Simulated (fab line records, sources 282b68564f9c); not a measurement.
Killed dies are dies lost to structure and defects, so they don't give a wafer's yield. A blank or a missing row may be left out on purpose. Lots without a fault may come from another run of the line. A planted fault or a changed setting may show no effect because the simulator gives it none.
Which tool did it? | flow rit_cmos | 15 lots, 45 wafers sampled, at 2 steps of a route of 202

WHAT THE GAUGES READ, wafer by wafer
The record holds no reading of a measuring or inspecting step that can be judged against a usual standard deviation.

WHICH TOOL RAN EACH LOT (tool, then ch and the chambers of the sampled wafers, then the start)
lot  | RIT_GATE_STRIP_20                   | RIT_M1_PROBE_99
L510 | plasma_asher-02 ch 0,1, day 2 15:28 | -
L511 | plasma_asher-01 ch 0,1, day 2 23:40 | -
L513 | plasma_asher-03 ch 0, day 3 07:49   | -
L514 | plasma_asher-01 ch 0,1, day 3 14:33 | -
L515 | plasma_asher-02 ch 0,1, day 3 18:51 | -
L517 | plasma_asher-02 ch 1, day 4 01:43   | -
L519 | plasma_asher-02 ch 0,1, day 4 13:50 | -
L520 | plasma_asher-01 ch 0,1, day 4 15:22 | -
L521 | plasma_asher-03 ch 0,1, day 4 21:10 | -
L522 | plasma_asher-03 ch 0,1, day 5 02:44 | -
L523 | plasma_asher-02 ch 0,1, day 5 10:35 | -
L527 | plasma_asher-03 ch 0,1, day 6 05:45 | prober-02, day 7 03:42
L528 | plasma_asher-03 ch 0,1, day 6 09:06 | prober-01, day 7 06:29
L529 | plasma_asher-02 ch 0,1, day 6 17:02 | -
L530 | plasma_asher-03 ch 0,1, day 6 18:47 | prober-02, day 7 14:55
- RIT_GATE_STRIP_20: strips in O2, time 180 s.
- RIT_M1_PROBE_99

WHAT THE TOOLS THEMSELVES READ (means of the sampled wafers that have a number; where no wafer has one, the mark that the record gives instead)
RIT_GATE_STRIP_20.
lot  | tool            | drypump_motor_current_A (A) | rf_refl_power_W (W)
L510 | plasma_asher-02 | 5.7                         | 9.0
L511 | plasma_asher-01 | 6.0                         | 7.1
L513 | plasma_asher-03 | 6.5                         | 6.8
L514 | plasma_asher-01 | 6.0                         | 7.1
L515 | plasma_asher-02 | 6.1                         | 8.3
L517 | plasma_asher-02 | 6.5                         | 7.7
L519 | plasma_asher-02 | 6.1                         | 8.3
L520 | plasma_asher-01 | 6.2                         | 7.8
L521 | plasma_asher-03 | 6.4                         | 6.2
L522 | plasma_asher-03 | 6.4                         | 6.3
L523 | plasma_asher-02 | 5.7                         | 8.8
L527 | plasma_asher-03 | 6.4                         | 6.3
L528 | plasma_asher-03 | 6.4                         | 6.2
L529 | plasma_asher-02 | 5.7                         | 8.9
L530 | plasma_asher-03 | 6.4                         | 6.2

RIT_M1_PROBE_99.
lot  | tool      | killed_at_M0_to_M3 | killed_at_contacts | killed_at_front_end | killed_dies | killed_open | killed_short
L527 | prober-02 | 0.0                | 0.0                | 38.3                | 38.3        | 2.7         | 3.7
L528 | prober-01 | 0.0                | 0.0                | 36.3                | 36.3        | 2.3         | 1.7
L530 | prober-02 | 0.0                | 0.0                | 38.3                | 38.3        | 5.0         | 4.3

THE ANSWER, worked out from the rows above alone
Rule: what is usual is taken from the lots themselves. Put in order of their means at a reading, lots are off if they are a third of the lots or fewer, leave a main group of 4 or more, and stand apart from it by a gap of 3 or more times the standard deviation of the main group's means; of several such gaps the widest counts. A main group whose means are all the same, to the digits that the tables above print for the reading, isn't used. A lot without any number at a reading at which 4 lots or more have one is off too. The other lots that the step has rows for count as sound. The gauges are gone through in route order, then the tools' own readings, and for those a lot's mean is taken as printed above. The first step at which some lot is off is used, and at that step the reading that is off furthest; a lot without a number counts as furthest.
No lot is off at any reading shown: from this, nothing can be told.

WHAT THE SIMULATOR HAD PUT IN
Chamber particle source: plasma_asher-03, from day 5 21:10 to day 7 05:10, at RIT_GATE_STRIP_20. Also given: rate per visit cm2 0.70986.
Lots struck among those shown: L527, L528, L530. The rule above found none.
